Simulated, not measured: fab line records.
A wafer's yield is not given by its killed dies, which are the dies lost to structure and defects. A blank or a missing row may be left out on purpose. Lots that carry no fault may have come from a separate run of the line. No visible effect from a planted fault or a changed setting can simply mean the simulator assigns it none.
Code-filled problem report in 8D (eight disciplines) form	flow rit-cmos	the parts of the form that need people (team, actions taken, sign-off) are left out

## 1. WHAT WENT WRONG
chamber-pressure-mTorr at RIT_NLDD_STRIP_09 reads a mean of 1998 mTorr on 5 wafers of 3 lots; wafers without a fault read 4000 mTorr with a standard deviation of 3.6. So: -99 or more standard deviations from the usual mean.
The step: strips in O2, time 180 s.
First observed at day 5 11:22: wafer L474.2, on plasma-asher-02. The record holds 45 wafers of 15 lots with a number at this step. Rule for "out" (also "out of limits"): further than 4 standard deviations from the usual mean. The rest of the wafers with a number are treated as sound.

## 2. WHAT THIS IS AND IS NOT
question	is	is not
which readings at this step	chamber-pressure-mTorr	drypump-motor-current-A
which lots	L474, L475, L476	L462, L464, L465, L466, L467, L468, L469, L470, L477, L478, L483, L484
which wafers of those lots	L474.2, L474.3, L475.2, L476.1, L476.3	L474.4, L475.1, L475.3, L476.6
read on which tools	plasma-asher-02	plasma-asher-03, plasma-asher-04
when	from day 5 11:22	up to then (25 sound wafers); but 15 sound wafers of L475, L476, L477, L478, L483, L484 came after

## 3. WHAT RULES OUT EACH SUSPECT
Counting: a tool at a process step up to the reading stays a suspect if it ran every lot that is out. Sound lots after the first of them don't rule it out here, since some wafers of a struck lot are sound.
- plasma-asher-02 at RIT_NLDD_STRIP_09 (strips in O2, time 180 s): kept. It processed each lot that is out (first: L474, day 5 11:22); up to then, its last sound lot is L469 (day 4 05:38). Out on those wafers are its own readings of chamber-pressure-mTorr.
- The sound lot-mates ran in chamber 1 of plasma-asher-02 at RIT_NLDD_STRIP_09, but the wafers that are out ran in chamber 0.
After counting, what remains is plasma-asher-02 at RIT_NLDD_STRIP_09.

## 4. THE CAUSE (what the simulator had put in)
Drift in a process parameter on plasma-asher-02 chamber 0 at RIT_NLDD_STRIP_09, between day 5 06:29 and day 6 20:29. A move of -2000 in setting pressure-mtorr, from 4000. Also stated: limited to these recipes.
This tool alone remained once counting was done.

## 5. THE EFFECT CHAIN, in route order
Each row: a reading whose mean over the struck wafers that have a number lies more than 3 standard deviations from the usual. Only readings for which the record gives a usual standard deviation are gone through. hours: the time from each lot's start at the first step in this table that gives one to its start at this step, as a median over the lots. sigmas: the change in usual standard deviations.
hours	step	reading	usual	on struck wafers	change	sigmas
0	RIT_NLDD_STRIP_09	chamber-pressure-mTorr	4000 mTorr	1998	-2002	-99 or more
The process steps in it:
- RIT_NLDD_STRIP_09: strips in O2, time 180 s.

## 6. HOW IT WOULD HAVE BEEN CAUGHT EARLIER
5 hours passed between the start of the fault at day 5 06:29 and the first reading out of limits in this record, taken at day 5 11:22.
